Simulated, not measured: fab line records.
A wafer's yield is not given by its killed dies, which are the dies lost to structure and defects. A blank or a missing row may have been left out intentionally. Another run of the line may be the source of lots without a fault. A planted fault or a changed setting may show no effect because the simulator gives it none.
One fault seen from 2 desks + flow berkeley cmos170 + what lay behind the numbers comes last; until then each desk has only its own

AT THE TOOL OWNER'S DESK: litho track-04
The tool's own readings at UCB170_NWELL_HMDS_06 (prime time 60 s): means of the sampled wafers that have a number, for each lot that ran on this tool. Marked OUT: a lot whose mean sits more than 4 standard deviations from the usual mean, which makes it out of limits; the brackets give that distance.
Columns: A = chill plate temp C at UCB170_NWELL_HMDS_06, usual 23.03 C; B = prime temp c at UCB170_NWELL_HMDS_06, usual 100.01 C; C = resist line temp C at UCB170_NWELL_HMDS_06, usual 23.00 C
| lot  | first seen here | A     | B                | C     |
|------|-----------------|-------|------------------|-------|
| L642 | day 2 18:31     | 23.06 | 100.02           | 23.12 |
| L647 | day 3 14:19     | 22.96 | 100.16           | 22.87 |
| L648 | day 3 22:52     | 22.97 | 99.90            | 22.97 |
| L653 | day 4 15:53     | 22.98 | 99.94            | 22.98 |
| L657 | day 5 13:12     | 23.01 | 99.22 (-6.6) OUT | 23.07 |
| L660 | day 6 02:40     | 23.02 | 99.28 (-6.1) OUT | 22.91 |
| L661 | day 6 10:05     | 23.03 | 99.18 (-6.9) OUT | 22.91 |
This desk's verdict: out of limits on L657, L660, L661, starting with L657 at day 5 13:12 (prime temp c at UCB170_NWELL_HMDS_06). L642, L647, L648, L653 stayed within limits.

FROM THE METROLOGY DESK
What the gauges read for every lot (on any tool): the sampled wafers with a number, averaged. Marked OUT: a lot whose mean sits more than 4 standard deviations from the usual mean, which makes it out of limits; the brackets give that distance.
Columns: A = WELLDRIVE_OXIDE_THK at UCB170_WELLDRIVE_THK_MEAS_02, usual 199 nm; B = FIELD_OXIDE_LEFT_1_THK at UCB170_FIELD_THK_MEAS_90, usual 440 nm; C = PVT_TW at UCB170_PVT_TW_MEAS_09, usual 508
| lot  | first seen here | A   | B   | C   |
|------|-----------------|-----|-----|-----|
| L644 | day 4 06:55     | 199 | 443 | 501 |
| L642 | day 4 06:58     | 198 | 444 | 507 |
| L646 | day 4 19:08     | 204 | 450 | 498 |
| L645 | day 4 19:09     | 196 | 455 | 514 |
| L647 | day 5 02:30     | 198 | 438 | 502 |
| L650 | day 5 02:32     | 197 | 440 | 511 |
| L648 | day 5 02:34     | 197 | 441 | 502 |
| L651 | day 5 17:15     | 200 | 445 | 504 |
| L652 | day 5 17:16     | 195 | 445 | 504 |
| L653 | day 6 00:46     | 201 | 427 | 512 |
| L657 | day 6 18:02     | 201 | 435 | 511 |
| L660 | day 7 06:45     | 197 | 431 | 511 |
| L661 | day 7 19:25     | 204 | 448 | 512 |
| L663 | day 8 07:02     | 195 | 449 | 511 |
| L664 | day 8 12:56     | 195 | 433 | 511 |
Result from this desk: across the 15 lots, nothing is out of limits.

TAKEN TOGETHER
An alarm could have come from the tool owner's desk at day 5 13:12, on L657, L660, L661.
Nothing out of limits was seen by the metrology desk.
The metrology desk holds a record of L657, L660, L661, inside its limits.
The lots listed all ran UCB170_NWELL_HMDS_06 on litho track-04.

WHAT THE SIMULATOR HAD PUT IN
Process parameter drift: litho track-04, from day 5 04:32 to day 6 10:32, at UCB170_NWELL_HMDS_06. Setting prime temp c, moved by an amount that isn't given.
Shown lots that were struck: L657, L660, L661.
Delay in hours, fault start to first out-of-limits reading, by desk: the tool owner's desk at 9.
